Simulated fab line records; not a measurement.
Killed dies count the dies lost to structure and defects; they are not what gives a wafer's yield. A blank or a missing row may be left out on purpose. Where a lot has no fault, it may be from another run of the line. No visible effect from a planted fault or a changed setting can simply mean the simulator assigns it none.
Chamber matching / flow berkeley-cmos170 / cmp-01 running UCB170_V2_CMP_02: 4 sister chambers
The step polishes SiO2. 8 wafers are shown with their chamber, then 9 later ones without.

== WAFERS, EACH WITH ITS CHAMBER ==
wafer=L406.1; chamber=3; motor-current-A (A)=16.0; platen-rpm (rpm)=60.03
wafer=L410.2; chamber=3; motor-current-A (A)=15.6; platen-rpm (rpm)=60.02
wafer=L410.3; chamber=1; motor-current-A (A)=16.1; platen-rpm (rpm)=60.06
wafer=L412.2; chamber=0; motor-current-A (A)=14.6; platen-rpm (rpm)=59.98
wafer=L412.5; chamber=2; motor-current-A (A)=14.2; platen-rpm (rpm)=59.99
wafer=L413.1; chamber=1; motor-current-A (A)=17.0; platen-rpm (rpm)=59.99
wafer=L413.4; chamber=2; motor-current-A (A)=14.6; platen-rpm (rpm)=60.06
wafer=L413.5; chamber=0; motor-current-A (A)=15.1; platen-rpm (rpm)=59.96

== WAFERS WITHOUT THEIR CHAMBER ==
wafer=L415.1; motor-current-A (A)=15.2; platen-rpm (rpm)=60.03
wafer=L415.4; motor-current-A (A)=15.7; platen-rpm (rpm)=59.97
wafer=L415.5; motor-current-A (A)=17.0; platen-rpm (rpm)=59.95
wafer=L419.4; motor-current-A (A)=14.5; platen-rpm (rpm)=60.01
wafer=L419.5; motor-current-A (A)=14.9; platen-rpm (rpm)=60.00
wafer=L419.6; motor-current-A (A)=14.1; platen-rpm (rpm)=60.02
wafer=L425.3; motor-current-A (A)=16.4; platen-rpm (rpm)=60.01
wafer=L425.5; motor-current-A (A)=14.5; platen-rpm (rpm)=59.97
wafer=L425.6; motor-current-A (A)=15.3; platen-rpm (rpm)=59.98

== EACH ONE'S CHAMBER ==
wafer=L415.1; from the rows above=can't be placed: 3 or 0 or 2 or 1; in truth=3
wafer=L415.4; from the rows above=can't be placed: 3 or 0 or 1 or 2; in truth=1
wafer=L415.5; from the rows above=can't be placed: 1 or 3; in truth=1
wafer=L419.4; from the rows above=can't be placed: 2 or 0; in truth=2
wafer=L419.5; from the rows above=can't be placed: 0 or 2 or 3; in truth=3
wafer=L419.6; from the rows above=can't be placed: 2 or 0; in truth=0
wafer=L425.3; from the rows above=can't be placed: 1 or 3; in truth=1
wafer=L425.5; from the rows above=can't be placed: 0 or 2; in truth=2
wafer=L425.6; from the rows above=can't be placed: 0 or 3 or 2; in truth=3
Correctly placed: 0 of 9. Unplaceable from these rows: 9, with the true chamber sitting among the candidates in 9. Number placed wrongly: 0.
How it was worked out, from the rows above alone: a wafer's distance from a chamber is the root of the sum, over the readings, of the square of ((its reading less the chamber's mean) divided by the reading's scatter). The wafer belongs to the nearest chamber; if the next one is less than 2 further off, it can't be placed. The mean given for a chamber averages the wafers shown for that chamber. The scatter: take each reading less its chamber's mean, square it, sum over the shown wafers, divide by the number of wafers less the number of chambers, and take the root.
